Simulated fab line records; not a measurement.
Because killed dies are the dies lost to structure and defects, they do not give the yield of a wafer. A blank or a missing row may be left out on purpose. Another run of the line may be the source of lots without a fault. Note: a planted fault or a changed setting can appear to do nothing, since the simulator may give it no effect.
Comparing a struck lot with a sound one	flow ritCmos	45 steps out of a route of 202
Sound: the wafers L321.2, L321.3, L321.5. Wafers L338.1, L338.4, L338.6 were the ones struck. The cause is named last.
Order at every step that has rows: each side's tool, ch and its chambers, its first start. Under that, the readings that differ: sound wafers	struck wafers	difference of the means	sigmas: that difference in standard deviations of wafers without a fault.
alike: same words and numbers on both sides, and readings whose means sit less than 2 such deviations apart. not compared: any withheld reading, any reading some wafer has no value for, any bound like >300 that may hide the same value, and any number with overlapping values for which the record gives no deviation.
The two part at a step that has a row with sigmas, a row that says differs or no value, or rows on one side only. Numbers that have no deviation but don't overlap get no sigmas and don't part them. Lack of a reading on every wafer of one side parts them only where that side has two or more wafers.

first, 2 steps without rows for these wafers: RIT_NLDD_HARDBAKE_07 (time 60 s); RIT_NLDD_IMPLANT_08.
RIT_NLDD_STRIP_09: strips in O2, time 180 s.
  sound on plasmaAsher-04 ch 0,1, day 3 10:34; struck on plasmaAsher-04 ch 0,1, day 6 21:14
  alike: drypumpMotorCurrentA
  not compared: rfHoursCounterH
RIT_NLDD_TW_MEAS_10:
  struck on filmMetro-02, day 6 21:25; sound on filmMetro-01, day 3 10:46
  alike: NLDD_TW
then, 6 steps without rows for these wafers: RIT_PLDD_HMDS_00 (prime time 60 s); RIT_PLDD_COAT_01 (resist thk 1000 nm); RIT_PLDD_SOFTBAKE_02 (time 60 s); RIT_PLDD_EXPOSE_03 (exposes mask M8, target cd 40900 nm); RIT_PLDD_PEB_04; RIT_PLDD_DEVELOP_05 (develop time 50 s).
RIT_PLDD_OVL_MEAS_06:
  struck on overlay-02, day 6 22:20; sound on overlay-02, day 3 11:41
reading	sound	struck	difference	sigmas
PLDD_OVL (nm)	-1.5 -2.7 -3.1	1.8 -2.0 2.1	+3.1	+2
then, 1 step without rows for these wafers: RIT_PLDD_HARDBAKE_07 (time 60 s).
RIT_PLDD_IMPLANT_08:
  sound on implanter-04 ch 0, day 3 11:54; struck on implanter-04 ch 0, day 6 22:31
reading	sound	struck	difference	sigmas
beamEnergyKeV	20.005 20.003 19.994	20.525 20.522 20.536	+0.527	+89
model.implant.drpNm (nm)	9.752 9.752 9.752	9.932 9.932 9.932	+0.180	
RIT_PLDD_STRIP_09: strips in O2, time 180 s.
  sound on plasmaAsher-01 ch 0,1, day 3 12:01; struck on plasmaAsher-04 ch 0,1, day 6 22:40
  alike: drypumpMotorCurrentA
  not compared: rfHoursCounterH
RIT_PLDD_TW_MEAS_10:
  struck on filmMetro-01, day 6 22:50; sound on filmMetro-01, day 3 12:13
  alike: PLDD_TW
then, 4 steps without rows for these wafers: RIT_SPACER_CLEAN_00 (cleans in SC1, time 574.3 s); RIT_SPACER_CLEAN_01 (cleans in dHF, time 30 s); RIT_SPACER_CLEAN_02 (cleans in SC2, time 600 s); RIT_SPACER_CVD_03 (deposits Si3N4 from SiH2Cl2/NH3, target thk 250 nm, time 3300 s).
RIT_SPACER_THK_MEAS_04:
  struck on filmMetro-01, day 7 01:11; sound on filmMetro-01, day 3 14:33
  alike: SPACER_NITRIDE_THK
RIT_SPACER_ETCHBACK_05: etches Si3N4 in SF6/CHF3, stops on SiO2, target depth 250 nm, time 240 s.
  sound on rieDiel-03 ch 0,1,3, day 3 14:36; struck on rieDiel-04 ch 0,1,2, day 7 01:14
  alike: drypumpMotorCurrentA, oesProductAu, throttleValvePct
  not compared: rfHoursCounterH
then, 6 steps without rows for these wafers: RIT_NSD_HMDS_00 (prime time 60 s); RIT_NSD_COAT_01 (resist thk 1000 nm); RIT_NSD_SOFTBAKE_02 (time 60 s); RIT_NSD_EXPOSE_03 (exposes mask M9, target cd 40700 nm); RIT_NSD_PEB_04; RIT_NSD_DEVELOP_05 (develop time 50 s).
RIT_NSD_OVL_MEAS_06:
  struck on overlay-02, day 7 02:14; sound on overlay-02, day 3 15:46
  alike: NSD_OVL
then, 2 steps without rows for these wafers: RIT_NSD_HARDBAKE_07 (time 60 s); RIT_NSD_IMPLANT_08.
RIT_NSD_STRIP_09: strips in O2, time 180 s.
  sound on plasmaAsher-01 ch 1, day 3 16:06; struck on plasmaAsher-01 ch 0,1, day 7 02:35
  alike: drypumpMotorCurrentA
  not compared: rfHoursCounterH
RIT_NSD_TW_MEAS_10:
  struck on filmMetro-02, day 7 02:45; sound on filmMetro-01, day 3 16:17
  alike: NSD_TW
then, 6 steps without rows for these wafers: RIT_PSD_HMDS_00 (prime time 60 s); RIT_PSD_COAT_01 (resist thk 1000 nm); RIT_PSD_SOFTBAKE_02 (time 60 s); RIT_PSD_EXPOSE_03 (exposes mask M10, target cd 40900 nm); RIT_PSD_PEB_04; RIT_PSD_DEVELOP_05 (develop time 50 s).
RIT_PSD_OVL_MEAS_06:
  struck on overlay-01, day 7 03:47; sound on overlay-02, day 3 17:11
  alike: PSD_OVL
then, 2 steps without rows for these wafers: RIT_PSD_HARDBAKE_07 (time 60 s); RIT_PSD_IMPLANT_08.
RIT_PSD_STRIP_09: strips in O2, time 180 s.
  sound on plasmaAsher-03 ch 1, day 3 17:31; struck on plasmaAsher-01 ch 0, day 7 04:07
reading	sound	struck	difference	sigmas
drypumpMotorCurrentA (A)	5.7 5.7 5.7	4.8 4.8 4.8	-0.9	-2
  not compared: rfHoursCounterH
RIT_SDANNEAL_RS_MEAS_06: measurement is done with a four-point probe.
  struck on filmMetro-03, day 7 05:19; sound on filmMetro-01, day 3 18:28
reading	sound	struck	difference	sigmas
PLDD_RS (ohm/sq)	179.3 179.1 178.8	176.5 176.6 176.8	-2.4	-5
  not compared: hold
RIT_SDANNEAL_RS_MEAS_07: measurement is done with a four-point probe.
  struck on filmMetro-03, day 7 07:30; sound on filmMetro-01, day 3 18:35
reading	sound	struck	difference	sigmas
hold	- - -	awaitDispo/2.1h/release awaitDispo/2.1h/release awaitDispo/2.1h/release	no value on the sound wafers	
  alike: NLDD_RS
RIT_M1_PROBE_99:
  struck on prober-02, day 7 15:28; sound on prober-02, day 4 01:43
reading	sound	struck	difference	sigmas
killedAtContacts	0 2 0	0 0 0	-1	-2
  alike: killedAtFrontEnd, killedDies, killedOpen, killedShort

WHERE THEY PART
At RIT_PLDD_OVL_MEAS_06 first; at RIT_M1_PROBE_99 last (within this record only).

WHY: what the simulator had put in
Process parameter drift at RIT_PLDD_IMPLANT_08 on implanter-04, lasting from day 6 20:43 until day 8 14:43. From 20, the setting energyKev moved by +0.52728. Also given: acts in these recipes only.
